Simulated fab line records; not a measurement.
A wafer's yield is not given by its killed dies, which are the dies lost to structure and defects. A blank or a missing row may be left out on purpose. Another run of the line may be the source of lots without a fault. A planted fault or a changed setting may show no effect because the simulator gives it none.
Split-lot trial :: flow ritCmos :: 5 lots, 23 wafers read, on a route of 202 steps

ON THE SPLIT
At RIT_GATE_COAT_11 (resist thk 850 nm), the setting spinRpm was moved away from the recipe's 4250 rpm on 9 of the 23 wafers read, by -7.4% to +1.9%. This setting was run at the recipe's value on the other wafers.

FROM THE SPLIT TO THE READING: what the file shows between them, 8 steps
- RIT_GATE_SOFTBAKE_12: time 60 s
- RIT_GATE_EXPOSE_13: exposes mask M6, target cd 150 nm
- RIT_GATE_PEB_14
- RIT_GATE_DEVELOP_15: develop time 50 s
- RIT_GATE_CD_MEAS_16: target cd 150 nm
- RIT_GATE_HARDBAKE_18: time 60 s
- RIT_GATE_ETCH_19: etches poly-Si in SF6/CHF3/O2, stops on SiO2, time 165 s, target depth 312.5 nm
- RIT_GATE_STRIP_20: strips in O2, time 180 s

THE READING
cdNm at RIT_GATE_CD_MEAS_90, given in nm (cd target 150 nm). On this fab line, fault-free wafers typically give 148.8 nm with a standard deviation of 2.8 nm.

wafer: L075.2
tool, chamber at the split: lithoTrack-01, 0
spinRpm as run, rpm: 3955
against the recipe: -6.9%
cdNm, nm: 153.7
against lot-mates on the recipe: +4.3

wafer: L075.3
tool, chamber at the split: lithoTrack-01, 0
spinRpm as run, rpm: 3955
against the recipe: -6.9%
cdNm, nm: 154.1
against lot-mates on the recipe: +4.7

wafer: L075.4
tool, chamber at the split: lithoTrack-01, 0
spinRpm as run, rpm: 4250
against the recipe: recipe
cdNm, nm: 149.9
against lot-mates on the recipe: -

wafer: L075.5
tool, chamber at the split: lithoTrack-01, 0
spinRpm as run, rpm: 3955
against the recipe: -6.9%
cdNm, nm: 154.3
against lot-mates on the recipe: +4.9

wafer: L075.6
tool, chamber at the split: lithoTrack-01, 0
spinRpm as run, rpm: 4250
against the recipe: recipe
cdNm, nm: 148.8
against lot-mates on the recipe: -

wafer: L076.1
tool, chamber at the split: lithoTrack-01, 0
spinRpm as run, rpm: 4250
against the recipe: recipe
cdNm, nm: 146.8
against lot-mates on the recipe: -

wafer: L076.2
tool, chamber at the split: lithoTrack-01, 0
spinRpm as run, rpm: 4250
against the recipe: recipe
cdNm, nm: 146.4
against lot-mates on the recipe: -

wafer: L076.3
tool, chamber at the split: lithoTrack-01, 0
spinRpm as run, rpm: 4036
against the recipe: -5.0%
cdNm, nm: 153.1
against lot-mates on the recipe: +6.0

wafer: L076.5
tool, chamber at the split: lithoTrack-01, 0
spinRpm as run, rpm: 4250
against the recipe: recipe
cdNm, nm: 148.1
against lot-mates on the recipe: -

wafer: L076.6
tool, chamber at the split: lithoTrack-01, 0
spinRpm as run, rpm: 4036
against the recipe: -5.0%
cdNm, nm: 150.6
against lot-mates on the recipe: +3.5

wafer: L078.1
tool, chamber at the split: lithoTrack-04, 0
spinRpm as run, rpm: 4250
against the recipe: recipe
cdNm, nm: 149.0
against lot-mates on the recipe: -

wafer: L078.2
tool, chamber at the split: lithoTrack-04, 0
spinRpm as run, rpm: 4250
against the recipe: recipe
cdNm, nm: 149.1
against lot-mates on the recipe: -

wafer: L078.3
tool, chamber at the split: lithoTrack-04, 0
spinRpm as run, rpm: 4330
against the recipe: +1.9%
cdNm, nm: 148.4
against lot-mates on the recipe: -0.9

wafer: L078.5
tool, chamber at the split: lithoTrack-04, 0
spinRpm as run, rpm: 4330
against the recipe: +1.9%
cdNm, nm: 147.7
against lot-mates on the recipe: -1.6

wafer: L078.6
tool, chamber at the split: lithoTrack-04, 0
spinRpm as run, rpm: 4250
against the recipe: recipe
cdNm, nm: 149.9
against lot-mates on the recipe: -

wafer: L083.3
tool, chamber at the split: lithoTrack-03, 0
spinRpm as run, rpm: 4250
against the recipe: recipe
cdNm, nm: 152.0
against lot-mates on the recipe: -

wafer: L083.4
tool, chamber at the split: lithoTrack-03, 0
spinRpm as run, rpm: 4250
against the recipe: recipe
cdNm, nm: 152.9
against lot-mates on the recipe: -

wafer: L083.5
tool, chamber at the split: lithoTrack-03, 0
spinRpm as run, rpm: 4250
against the recipe: recipe
cdNm, nm: 151.5
against lot-mates on the recipe: -

wafer: L085.1
tool, chamber at the split: lithoTrack-03, 0
spinRpm as run, rpm: 3936
against the recipe: -7.4%
cdNm, nm: 158.2
against lot-mates on the recipe: +6.4

wafer: L085.2
tool, chamber at the split: lithoTrack-03, 0
spinRpm as run, rpm: 4250
against the recipe: recipe
cdNm, nm: 152.1
against lot-mates on the recipe: -

wafer: L085.3
tool, chamber at the split: lithoTrack-03, 0
spinRpm as run, rpm: 4250
against the recipe: recipe
cdNm, nm: 152.5
against lot-mates on the recipe: -

wafer: L085.4
tool, chamber at the split: lithoTrack-03, 0
spinRpm as run, rpm: 4250
against the recipe: recipe
cdNm, nm: 150.9
against lot-mates on the recipe: -

wafer: L085.6
tool, chamber at the split: lithoTrack-03, 0
spinRpm as run, rpm: 3936
against the recipe: -7.4%
cdNm, nm: 159.4
against lot-mates on the recipe: +7.6

FIT RESULTS
A straight line over all 23 wafers: cdNm changes by -0.793 nm for each +1% of spinRpm; r = -0.78; the points scatter about the line by 2.1 nm.
The same after taking each lot's own level away (the mean of its wafers on the recipe; 23 wafers): -0.806 nm for each +1%; r = -0.95; scatter 0.84 nm.
According to that fit, moving spinRpm by its largest amount changes the reading by 6 nm.
From 147.10 to 152.13 nm: that is the span of the lots' own levels, equal to 1.8 times the standard deviation above.
So the lot-to-lot level blurs the effect unless lot-mates are compared.
Check: with one of the wafers moved furthest among these (-7.4%) left out of the fit, the line predicts +5.93 nm for it against its lot-mates. Against them it came out at +6.37 nm.

ADDITIONAL SPLITS CARRIED BY THESE WAFERS
Other splits were also applied to these wafers ahead of the reading. Each is held against what the fit with the lots' levels taken away leaves over:
other split on the same wafers: RIT_ACTIVE_CVD_03 nh3FlowSccm
wafers away from the commonest value: 15
r with cdNm (lot level and that fit taken away): +0.39

other split on the same wafers: RIT_ACTIVE_STRIP_14 pressureMtorr
wafers away from the commonest value: 15
r with cdNm (lot level and that fit taken away): -0.41

other split on the same wafers: RIT_FOX1_WET_ETCH_02 timeS
wafers away from the commonest value: 10
r with cdNm (lot level and that fit taken away): +0.41

other split on the same wafers: RIT_FOX2_OXIDATION_00 oxTimeS
wafers away from the commonest value: 18
r with cdNm (lot level and that fit taken away): +0.35

other split on the same wafers: RIT_PWELL_COAT_01 resistThkNm
wafers away from the commonest value: 8
r with cdNm (lot level and that fit taken away): +0.27

other split on the same wafers: RIT_PRETRO_SOFTBAKE_02 tempC
wafers away from the commonest value: 7
r with cdNm (lot level and that fit taken away): +0.21

other split on the same wafers: RIT_GATE_CVD_08 tempC
wafers away from the commonest value: 15
r with cdNm (lot level and that fit taken away): -0.41

THE WHOLE CHAIN: every reading that the file lists as answering this split, in the file's order
step: RIT_GATE_COAT_11
what it does: resist thk 850 nm
reading: NOVOLAK_of_GATE_COAT_11.thkNm (the simulator's own value, which no gauge read)
change (the file's fit): -4.53 nm for each +1% of the setting
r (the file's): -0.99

step: RIT_GATE_CD_MEAS_16
what it does: target cd 150 nm
reading: cdNm
change (the file's fit): -0.781 nm for each +1% of the setting
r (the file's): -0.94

step: RIT_GATE_HARDBAKE_18
what it does: time 60 s
reading: NOVOLAK_of_GATE_COAT_11.thkNm (the simulator's own value, which no gauge read)
change (the file's fit): -3.97 nm for each +1% of the setting
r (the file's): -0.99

step: RIT_GATE_ETCH_19
what it does: etches poly-Si in SF6/CHF3/O2, stops on SiO2, time 165 s, target depth 312.5 nm
reading: NOVOLAK_of_GATE_COAT_11.thkNm (the simulator's own value, which no gauge read)
change (the file's fit): -4.3 nm for each +1% of the setting
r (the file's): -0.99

step: RIT_GATE_CD_MEAS_90
what it does: target cd 150 nm
reading: cdNm
change (the file's fit): -0.837 nm for each +1% of the setting
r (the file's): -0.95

FILE'S OWN FIT
cdNm changes by -0.837 nm for each +1% of spinRpm, r = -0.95.
